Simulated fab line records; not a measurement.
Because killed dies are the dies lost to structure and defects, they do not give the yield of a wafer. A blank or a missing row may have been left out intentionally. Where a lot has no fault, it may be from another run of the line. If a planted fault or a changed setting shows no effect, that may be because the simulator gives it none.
The tool behind it: which one? -- flow rit-cmos -- 7 lots, 21 wafers sampled, at 3 steps of a route of 202

WHAT THE GAUGES SHOWED, per wafer
RIT_PWELL_TW_MEAS_10.
lot,measured,on,PWELL_TW
L732,day 2 11:20,film-metro-02,957 957 952
L734,day 2 20:07,film-metro-03,950 949 954
L736,day 3 04:48,film-metro-02,950 950 953
L741,day 4 05:33,film-metro-02,1103 1112 1104 1110 1106 1113
L744,day 4 21:26,film-metro-03,1095 1100 1093 1098 1099 1096
L749,day 5 21:42,film-metro-03,948 957 954
L752,day 6 14:17,film-metro-02,953 957 956

TOOL THAT RAN EACH LOT (tool first, then ch and the chambers of the sampled wafers, then the start)
lot,RIT_ACTIVE_STRIP_14,RIT_PWELL_IMPLANT_08
L732,"plasma-asher-04 ch 0,1, day 2 00:58","implanter-02 ch 0, day 2 11:01"
L734,"plasma-asher-04 ch 0,1, day 2 10:52","implanter-04 ch 0, day 2 19:49"
L736,"plasma-asher-04 ch 0,1, day 2 20:58","implanter-02 ch 0, day 3 04:29"
L741,"plasma-asher-04 ch 0,1, day 3 21:58","implanter-04 ch 0, day 4 05:14"
L744,"plasma-asher-04 ch 0,1, day 4 13:11","implanter-04 ch 0, day 4 21:08"
L749,"plasma-asher-01 ch 0,1, day 5 14:03","implanter-01 ch 0, day 5 21:23"
L752,"plasma-asher-02 ch 0,1, day 6 04:58","implanter-02 ch 0, day 6 13:58"
- RIT_ACTIVE_STRIP_14: strips in O2, time 180 s.
- RIT_PWELL_IMPLANT_08

THE ANSWER, worked out from the rows above alone
Rule: usual is defined by the lots themselves. Put in order of their means at a reading, lots are off if they are a third of the lots or fewer, leave a main group of 4 or more, and stand apart from it by a gap of 3 or more times the standard deviation of the main group's means; of several such gaps the widest counts. Not used: any main group whose means are identical at the precision the tables above print for the reading. A lot without any number at a reading at which 4 lots or more have one is off too. Any other lot the step has rows for is counted as sound.
Off: at RIT_PWELL_TW_MEAS_10 (PWELL_TW), L741, L744. Mean 953 and standard deviation 1.9 in the main group.
A tool fits if, at a process step before that reading, it ran every lot that is off, and no sound lot after the first of them. The gauges at RIT_PWELL_TW_MEAS_10 are tried like those tools. Can't be told from this: 2 tools fit, plasma-asher-04 at RIT_ACTIVE_STRIP_14, implanter-04 at RIT_PWELL_IMPLANT_08.

WHAT WAS PUT IN BY THE SIMULATOR
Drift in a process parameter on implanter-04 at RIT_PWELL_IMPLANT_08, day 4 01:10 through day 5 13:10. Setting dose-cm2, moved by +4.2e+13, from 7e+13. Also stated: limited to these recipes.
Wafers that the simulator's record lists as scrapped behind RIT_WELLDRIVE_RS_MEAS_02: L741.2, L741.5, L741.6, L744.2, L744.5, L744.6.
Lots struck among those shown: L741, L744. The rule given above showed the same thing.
